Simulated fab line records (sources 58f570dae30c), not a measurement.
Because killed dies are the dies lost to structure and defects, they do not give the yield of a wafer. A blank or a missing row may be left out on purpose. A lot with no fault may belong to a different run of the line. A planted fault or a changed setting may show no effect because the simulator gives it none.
Which of the tools did it?	flow berkeley cmos170	Sampling: 14 lots, 42 wafers, 4 of 331 route steps

== WHAT THE GAUGES SHOWED, per wafer ==
UCB170_SCREENOX_THK_MEAS_02. Usual: SCREENOX_OXIDE_THK 14.40 nm, standard deviation 0.25.
lot	measured	on	SCREENOX_OXIDE_THK (nm)	flag
L626	day 6 06:31	film metro-01	14.34 14.75 14.20	
L628	day 6 17:37	film metro-01	14.57 14.65 14.37	
L629	day 6 17:40	film metro-01	14.80 14.59 14.51	
L630	day 6 17:37	film metro-03	14.63 14.59 14.55	
L633	day 7 21:43	film metro-03	23.16 23.12 23.11	OFF
L636	day 7 21:43	film metro-03	22.86 22.54 23.18	OFF
L640	day 9 03:01	film metro-04	14.68 14.40 14.35	
L642	day 9 09:42	film metro-04	13.97 14.32 14.34	
L643	day 9 09:42	film metro-01	14.34 14.07 14.35	
L644	day 9 19:25	film metro-01	14.25 14.10 14.11	
L646	day 10 11:12	film metro-04	14.15 14.02 14.07	
L648	day 10 11:13	film metro-03	13.92 14.34 14.15	
L647	day 10 11:13	film metro-01	14.51 14.50 14.69	
L649	day 11 00:44	film metro-04	14.02 14.12 14.03	

UCB170_FIELD_THK_MEAS_91. Usual: FIELD_OXIDE_LEFT_2_THK 351 nm, standard deviation 9.1.
lot	measured	on	FIELD_OXIDE_LEFT_2_THK (nm)	flag
L626	day 6 14:20	film metro-02	344 345 347	
L628	day 7 03:40	film metro-03	353 352 359	
L629	day 7 04:29	film metro-04	341 333 344	
L630	day 7 03:23	film metro-04	349 344 346	
L633	day 8 04:32	film metro-04	348 349 350	
L636	day 8 05:11	film metro-02	360 356 362	
L640	day 9 11:25	film metro-02	345 351 358	
L642	day 9 22:15	film metro-04	349 354 358	
L643	day 9 20:19	film metro-02	345 356 355	
L644	day 10 05:10	film metro-04	354 361 350	
L646	day 11 00:28	film metro-02	341 334 347	
L648	day 11 00:46	film metro-02	352 357 359	
L647	day 11 00:13	film metro-04	354 339 350	
L649	day 11 13:11	film metro-03	346 362 351	

== WHAT TOOL EACH LOT RAN ON (gives the tool, then ch and the chambers of the sampled wafers, and finally the start) ==
lot	UCB170_NWELL_STRIP_15	UCB170_SCREENOX_OXIDATION_01
L626	plasma asher-04 ch 0,1, day 2 12:59	furnace-02 ch 0, day 6 04:50
L628	plasma asher-03 ch 0,1, day 2 22:45	furnace-02 ch 0, day 6 15:56
L629	plasma asher-01 ch 0,1, day 3 04:16	furnace-02 ch 0, day 6 15:56
L630	plasma asher-03 ch 0,1, day 3 09:58	furnace-02 ch 0, day 6 15:56
L633	plasma asher-03 ch 0,1, day 3 22:59	furnace-02 ch 0, day 7 17:02
L636	plasma asher-04 ch 0,1, day 4 14:26	furnace-02 ch 0, day 7 17:02
L640	plasma asher-03 ch 0,1, day 5 12:26	furnace-01 ch 0, day 9 01:21
L642	plasma asher-03 ch 0,1, day 5 17:39	furnace-01 ch 0, day 9 08:01
L643	plasma asher-01 ch 0,1, day 6 02:29	furnace-01 ch 0, day 9 08:01
L644	plasma asher-03 ch 0,1, day 6 10:37	furnace-02 ch 0, day 9 17:44
L646	plasma asher-03 ch 0,1, day 6 16:16	furnace-04 ch 0, day 10 09:32
L648	plasma asher-03 ch 0,1, day 6 21:59	furnace-04 ch 0, day 10 09:32
L647	plasma asher-01 ch 0,1, day 6 22:14	furnace-04 ch 0, day 10 09:32
L649	plasma asher-03 ch 0,1, day 7 09:47	furnace-01 ch 0, day 10 23:04
- UCB170_NWELL_STRIP_15: strips in O2.
- UCB170_SCREENOX_OXIDATION_01: target thk 14.4 nm, ox time 2400 s.

== WHAT THE TOOLS THEMSELVES READ (means of the sampled wafers that have a number; where no wafer has one, the mark that the record gives instead) ==
UCB170_NWELL_STRIP_15. Usual: drypump motor current A 5.8 A, standard deviation 0.45; oes product au 0.721 a.u., standard deviation 0.0043; strip time to endpoint s 18.09 s, standard deviation 0.11.
lot	tool	drypump motor current A (A)	oes product au (a.u.)	strip time to endpoint s (s)	flag
L626	plasma asher-04	6.0	0.721	18.03	
L628	plasma asher-03	5.4	0.718	18.08	
L629	plasma asher-01	6.3	0.727	18.05	
L630	plasma asher-03	5.6	0.721	18.11	
L633	plasma asher-03	5.3	0.722	18.06	
L636	plasma asher-04	5.9	0.721	18.08	
L640	plasma asher-03	5.3	0.717	17.95	
L642	plasma asher-03	5.3	0.719	18.15	
L643	plasma asher-01	6.2	0.723	18.07	
L644	plasma asher-03	5.3	0.720	17.98	
L646	plasma asher-03	5.5	0.723	18.11	
L648	plasma asher-03	5.6	0.724	18.09	
L647	plasma asher-01	6.3	0.718	18.23	
L649	plasma asher-03	5.6	0.721	18.28	

UCB170_SCREENOX_OXIDATION_01. Usual: spike tc load C 927 C, standard deviation 3.1; zone power load pct 27.0 %, standard deviation 0.99.
lot	tool	spike tc load C (C)	zone power load pct (%)	flag
L626	furnace-02	929	26.9	
L628	furnace-02	930	26.8	
L629	furnace-02	928	26.6	
L630	furnace-02	929	26.7	
L633	furnace-02	929	26.7	
L636	furnace-02	929	26.6	
L640	furnace-01	926	28.5	
L642	furnace-01	927	28.9	
L643	furnace-01	927	28.9	
L644	furnace-02	929	26.6	
L646	furnace-04	921	26.1	
L648	furnace-04	922	26.5	
L647	furnace-04	922	26.1	
L649	furnace-01	927	29.0	

== THE ANSWER, worked out from the rows above alone ==
Rule: a lot is off if the mean of its wafers that have a number lies more than 3 standard deviations from the usual mean. A lot without any number at a reading at which 4 lots or more have one is off too. Where the step has rows for the other lots, those lots are counted as sound. After the gauges, taken in route order, come the tools' own readings; for these a lot's mean is taken, as printed above. At the first step where some lot is off, the reading lying furthest off is the one used; lots without a number count as furthest.
Off: L633, L636, at UCB170_SCREENOX_THK_MEAS_02 (SCREENOX_OXIDE_THK).
If a tool, at a process step before that reading, ran all the lots that are off and no sound lot after the first of them, it fits. The gauges at UCB170_SCREENOX_THK_MEAS_02 are tried like those tools. No candidate that was tried fits.

== WHAT THE SIMULATOR PUT IN ==
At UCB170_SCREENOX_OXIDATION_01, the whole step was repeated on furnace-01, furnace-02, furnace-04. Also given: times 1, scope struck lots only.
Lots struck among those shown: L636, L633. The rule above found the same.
